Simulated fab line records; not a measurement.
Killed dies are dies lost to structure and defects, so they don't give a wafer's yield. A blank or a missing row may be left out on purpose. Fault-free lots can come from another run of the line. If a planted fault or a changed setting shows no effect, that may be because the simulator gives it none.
The tool behind it: which one? | flow berkeley_cmos170 | 48 wafers from 16 lots sampled at 5 of the route's 331 steps

## WHAT EACH GAUGE READ, for each wafer
UCB170_WELLDRIVE_THK_MEAS_02.
lot  | measured    | on            | WELLDRIVE_OXIDE_THK (nm)
L509 | day 3 11:03 | film_metro-02 | 198 197 198
L510 | day 3 15:48 | film_metro-04 | 188 192 191
L511 | day 3 20:37 | film_metro-03 | 194 194 194
L512 | day 4 02:38 | film_metro-02 | 196 198 194
L513 | day 4 11:17 | film_metro-03 | 193 195 200
L514 | day 4 11:18 | film_metro-02 | 198 198 197
L516 | day 4 18:20 | film_metro-02 | 198 193 194
L517 | day 5 09:38 | film_metro-03 | 201 200 199
L518 | day 5 20:02 | film_metro-02 | 198 196 196
L519 | day 5 20:02 | film_metro-03 | 201 197 199
L520 | day 5 20:02 | film_metro-04 | 190 194 191
L528 | day 7 11:09 | film_metro-02 | 197 198 202
L529 | day 7 11:10 | film_metro-04 | 201 206 202
L530 | day 7 20:33 | film_metro-04 | 196 198 196
L531 | day 8 01:53 | film_metro-04 | 199 198 198
L532 | day 8 07:50 | film_metro-03 | 197 198 198

UCB170_ACTIVE_THK_MEAS_03.
lot  | measured    | on            | ACTIVE_OXIDE_THK (nm)
L509 | day 3 20:27 | film_metro-04 | 26.3 26.4 26.2
L510 | day 4 02:05 | film_metro-01 | 25.6 25.7 25.9
L511 | day 4 04:54 | film_metro-01 | 26.1 26.4 26.3
L512 | day 4 11:58 | film_metro-03 | 26.5 26.5 26.6
L513 | day 4 22:16 | film_metro-01 | 26.2 26.0 26.3
L514 | day 4 22:20 | film_metro-01 | 25.9 25.9 26.2
L516 | day 5 02:13 | film_metro-01 | 26.1 26.0 25.8
L517 | day 5 18:14 | film_metro-03 | 37.7 37.8 37.5
L518 | day 6 03:55 | film_metro-03 | 38.3 37.5 37.4
L519 | day 6 03:55 | film_metro-01 | 37.2 37.1 37.0
L520 | day 6 03:55 | film_metro-04 | 38.2 38.2 38.5
L528 | day 7 21:01 | film_metro-03 | 26.0 25.8 26.5
L529 | day 7 21:05 | film_metro-04 | 26.9 26.2 26.7
L530 | day 8 07:17 | film_metro-03 | 26.3 26.6 26.3
L531 | day 8 13:17 | film_metro-04 | 26.3 26.2 26.2
L532 | day 8 13:17 | film_metro-01 | 27.0 26.8 26.7

UCB170_ACTIVE_CD_MEAS_90: the cd target is 1200 nm.
lot  | measured    | on        | cd_nm (nm)
L509 | day 4 04:04 | cd_sem-01 | 1199.7 1198.3 1200.1
L510 | day 4 09:02 | cd_sem-01 | 1202.0 1199.8 1199.4
L511 | day 4 14:04 | cd_sem-02 | 1199.6 1197.1 1199.2
L512 | day 4 20:55 | cd_sem-01 | 1200.0 1199.9 1199.1
L513 | day 5 05:26 | cd_sem-01 | 1201.0 1201.2 1202.2
L514 | day 5 05:44 | cd_sem-01 | 1199.8 1200.3 1199.6
L516 | day 5 11:16 | cd_sem-02 | 1200.6 1200.0 1200.6
L517 | day 6 00:28 | cd_sem-01 | 1198.5 1198.1 1199.3
L518 | day 6 13:57 | cd_sem-01 | 1201.9 1203.2 1202.5
L519 | day 6 13:51 | cd_sem-02 | 1199.3 1199.7 1199.0
L520 | day 6 13:44 | cd_sem-01 | 1198.7 1200.0 1199.6
L528 | day 8 07:17 | cd_sem-02 | 1199.7 1200.3 1199.6
L529 | day 8 07:32 | cd_sem-01 | 1199.4 1199.8 1199.5
L530 | day 8 15:03 | cd_sem-01 | 1202.0 1201.4 1203.3
L531 | day 8 20:44 | cd_sem-02 | 1199.8 1199.7 1201.0
L532 | day 8 20:50 | cd_sem-01 | 1198.4 1198.3 1197.1

## WHAT TOOL EACH LOT RAN ON (gives the tool, then ch and the chambers of the sampled wafers, and finally the start)
lot  | UCB170_ACTIVE_OXIDATION_02   | UCB170_ACTIVE_STRIP_16
L509 | furnace-02 ch 0, day 3 19:06 | plasma_asher-01 ch 0,1, day 4 03:58
L510 | furnace-02 ch 0, day 4 00:42 | plasma_asher-03 ch 0,1, day 4 08:46
L511 | furnace-02 ch 0, day 4 03:33 | plasma_asher-01 ch 0,1, day 4 13:49
L512 | furnace-03 ch 0, day 4 10:37 | plasma_asher-03 ch 0,1, day 4 20:49
L513 | furnace-02 ch 0, day 4 20:55 | plasma_asher-03 ch 0,1, day 5 05:20
L514 | furnace-02 ch 0, day 4 20:55 | plasma_asher-01 ch 0,1, day 5 05:37
L516 | furnace-02 ch 0, day 5 00:51 | plasma_asher-04 ch 0,1, day 5 11:09
L517 | furnace-02 ch 0, day 5 16:52 | plasma_asher-04 ch 0,1, day 6 00:21
L518 | furnace-02 ch 0, day 6 02:33 | plasma_asher-03 ch 0,1, day 6 13:50
L519 | furnace-02 ch 0, day 6 02:33 | plasma_asher-01 ch 0,1, day 6 13:44
L520 | furnace-02 ch 0, day 6 02:33 | plasma_asher-03 ch 0,1, day 6 13:38
L528 | furnace-03 ch 0, day 7 19:40 | plasma_asher-01 ch 0,1, day 8 07:11
L529 | furnace-03 ch 0, day 7 19:40 | plasma_asher-03 ch 0,1, day 8 07:25
L530 | furnace-03 ch 0, day 8 05:56 | plasma_asher-04 ch 0,1, day 8 14:57
L531 | furnace-02 ch 0, day 8 11:56 | plasma_asher-01 ch 1, day 8 20:37
L532 | furnace-02 ch 0, day 8 11:56 | plasma_asher-03 ch 1, day 8 20:43
- UCB170_ACTIVE_OXIDATION_02: target thk 26.4 nm, ox time 1260 s.
- UCB170_ACTIVE_STRIP_16: strips in O2.

## WHAT THE TOOLS THEMSELVES READ (means of the sampled wafers that have a number; where no wafer has one, the mark that the record gives instead)
UCB170_ACTIVE_OXIDATION_02.
lot  | tool       | ox_temp_c_max | tube_center_temp_C (C)
L509 | furnace-02 | 1006.1        | 1000.0
L510 | furnace-02 | 1005.6        | 1000.0
L511 | furnace-02 | 1006.8        | 1000.0
L512 | furnace-03 | 1004.2        | 1000.0
L513 | furnace-02 | 1007.9        | 1000.1
L514 | furnace-02 | 1006.8        | 1000.0
L516 | furnace-02 | 1007.2        | 1000.0
L517 | furnace-02 | 1006.6        | 1000.1
L518 | furnace-02 | 1007.5        | 1000.1
L519 | furnace-02 | 1006.7        | 999.9
L520 | furnace-02 | 1005.9        | 1000.0
L528 | furnace-03 | 1004.0        | 1000.0
L529 | furnace-03 | 1003.8        | 1000.0
L530 | furnace-03 | 1003.6        | 1000.0
L531 | furnace-02 | 1006.0        | 999.9
L532 | furnace-02 | 1007.2        | 1000.1

UCB170_ACTIVE_STRIP_16.
lot  | tool            | drypump_motor_current_A (A) | oes_product_au (a.u.) | strip_time_to_endpoint_s (s)
L509 | plasma_asher-01 | 5.40                        | 0.716                 | 18.07
L510 | plasma_asher-03 | 5.30                        | 0.724                 | 18.14
L511 | plasma_asher-01 | 5.40                        | 0.721                 | 18.19
L512 | plasma_asher-03 | 5.41                        | 0.718                 | 18.02
L513 | plasma_asher-03 | 5.29                        | 0.721                 | 18.06
L514 | plasma_asher-01 | 5.55                        | 0.724                 | 18.16
L516 | plasma_asher-04 | 5.84                        | 0.719                 | 18.23
L517 | plasma_asher-04 | 6.00                        | 0.723                 | 17.99
L518 | plasma_asher-03 | 5.29                        | 0.720                 | 18.10
L519 | plasma_asher-01 | 5.40                        | 0.718                 | 18.13
L520 | plasma_asher-03 | 5.29                        | 0.726                 | 17.97
L528 | plasma_asher-01 | 5.40                        | 0.722                 | 18.32
L529 | plasma_asher-03 | 5.40                        | 0.721                 | 18.01
L530 | plasma_asher-04 | 5.86                        | 0.723                 | 18.13
L531 | plasma_asher-01 | 5.24                        | 0.725                 | 18.24
L532 | plasma_asher-03 | 5.50                        | 0.721                 | 18.01

## THE ANSWER, worked out from the rows above alone
Rule: what is usual is taken from the lots themselves. The widest of any qualifying gaps counts: lots, ordered by their means at a reading, are off when they make up no more than a third of the lots, leave a main group of 4 or more, and stand apart from it by 3 or more times the standard deviation of that group's means. The tables above print the reading to a certain number of digits; a main group whose means all agree to those digits is not used. A lot without any number at a reading at which 4 lots or more have one is off too. Any other lot the step has rows for is counted as sound. First the gauges in route order, then the tools' own readings, where a lot's mean is used as printed above. The first step at which some lot is off is used, and at that step the reading that is off furthest; a lot without a number counts as furthest.
Off: at UCB170_ACTIVE_THK_MEAS_03 (ACTIVE_OXIDE_THK), L517, L518, L519, L520. For the main group the mean is 26.3 nm and the standard deviation 0.29.
A tool fits if, at a process step before that reading, it ran every lot that is off, and no sound lot after the first of them. Those tools and the gauges at UCB170_ACTIVE_THK_MEAS_03 are tried in the same way. No candidate that was tried fits.

## WHAT WAS PUT IN BY THE SIMULATOR
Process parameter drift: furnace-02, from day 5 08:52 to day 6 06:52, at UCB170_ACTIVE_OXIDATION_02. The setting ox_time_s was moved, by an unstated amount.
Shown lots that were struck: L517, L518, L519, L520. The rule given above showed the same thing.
